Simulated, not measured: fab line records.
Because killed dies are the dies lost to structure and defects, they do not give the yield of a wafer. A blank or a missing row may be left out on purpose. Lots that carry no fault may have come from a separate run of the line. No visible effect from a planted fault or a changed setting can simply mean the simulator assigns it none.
One fault through the eyes of 2 desks ; flow rit-cmos ; every desk sees just its own numbers, and what lay behind them comes last

TOOL OWNER'S DESK, litho-track-01
The tool's own readings at RIT_M1_COAT_04 (resist thk 1300 nm): means of the sampled wafers that have a number, for each lot that ran on this tool. Marked OUT: a lot whose mean sits more than 4 standard deviations from the usual mean, which makes it out of limits; the brackets give that distance.
Columns: A = chill-plate-temp-C at RIT_M1_COAT_04, usual 22.99 C; B = dispense-pressure-kPa at RIT_M1_COAT_04, usual 49 kPa; C = exhaust-pa at RIT_M1_COAT_04, usual 44.8 Pa
lot;first seen here;A;B;C
L545;day 3 12:23;23.10;47;44.0
L555;day 5 10:14;23.00;47;45.1
L558;day 6 01:01;22.98;47;45.0
Result from this desk: across the 3 lots, nothing is out of limits.

AT THE METROLOGY DESK
Means of the sampled wafers that have a number, per lot and without regard to the tool the lot ran on: this is what the gauges read. Marked OUT: a lot whose mean sits more than 4 standard deviations from the usual mean, which makes it out of limits; the brackets give that distance.
Columns: A = PLDD_TW at RIT_PLDD_TW_MEAS_10, usual 2324; B = NSD_RS at RIT_SDANNEAL_RS_MEAS_05, usual 84.6 ohm/sq; C = cd-nm at RIT_M1_CD_MEAS_09, usual 2600.6 nm
lot;first seen here;A;B;C
L545;day 2 23:50;2303;84.4;2599.0
L547;day 3 12:08;2306;84.5;2599.4
L548;day 3 20:04;2294;84.3;2598.7
L550;day 4 03:41;2301;84.6;2599.1
L555;day 4 23:37;2325;85.1;2600.9
L557;day 5 11:46;2354;84.5;2599.5
L558;day 5 14:29;2336;84.8;2602.1
L559;day 5 18:10;2338;84.7;-
L560;day 6 04:37;2376;84.4;-
L563;day 6 19:19;2346;84.2;2602.3
L564;day 6 21:47;2348;84.2;2601.3
L565;day 7 05:40;2360;84.4;2601.3
L566;day 7 10:29;2311;84.7;2602.6
L568;day 7 19:46;2301;84.6;2597.8
Result from this desk: across the 14 lots, nothing is out of limits.

BROUGHT TOGETHER
The desk of the tool owner found nothing out of limits.
At the metrology desk, nothing out of limits was observed.

WHAT THE SIMULATOR HAD PUT IN
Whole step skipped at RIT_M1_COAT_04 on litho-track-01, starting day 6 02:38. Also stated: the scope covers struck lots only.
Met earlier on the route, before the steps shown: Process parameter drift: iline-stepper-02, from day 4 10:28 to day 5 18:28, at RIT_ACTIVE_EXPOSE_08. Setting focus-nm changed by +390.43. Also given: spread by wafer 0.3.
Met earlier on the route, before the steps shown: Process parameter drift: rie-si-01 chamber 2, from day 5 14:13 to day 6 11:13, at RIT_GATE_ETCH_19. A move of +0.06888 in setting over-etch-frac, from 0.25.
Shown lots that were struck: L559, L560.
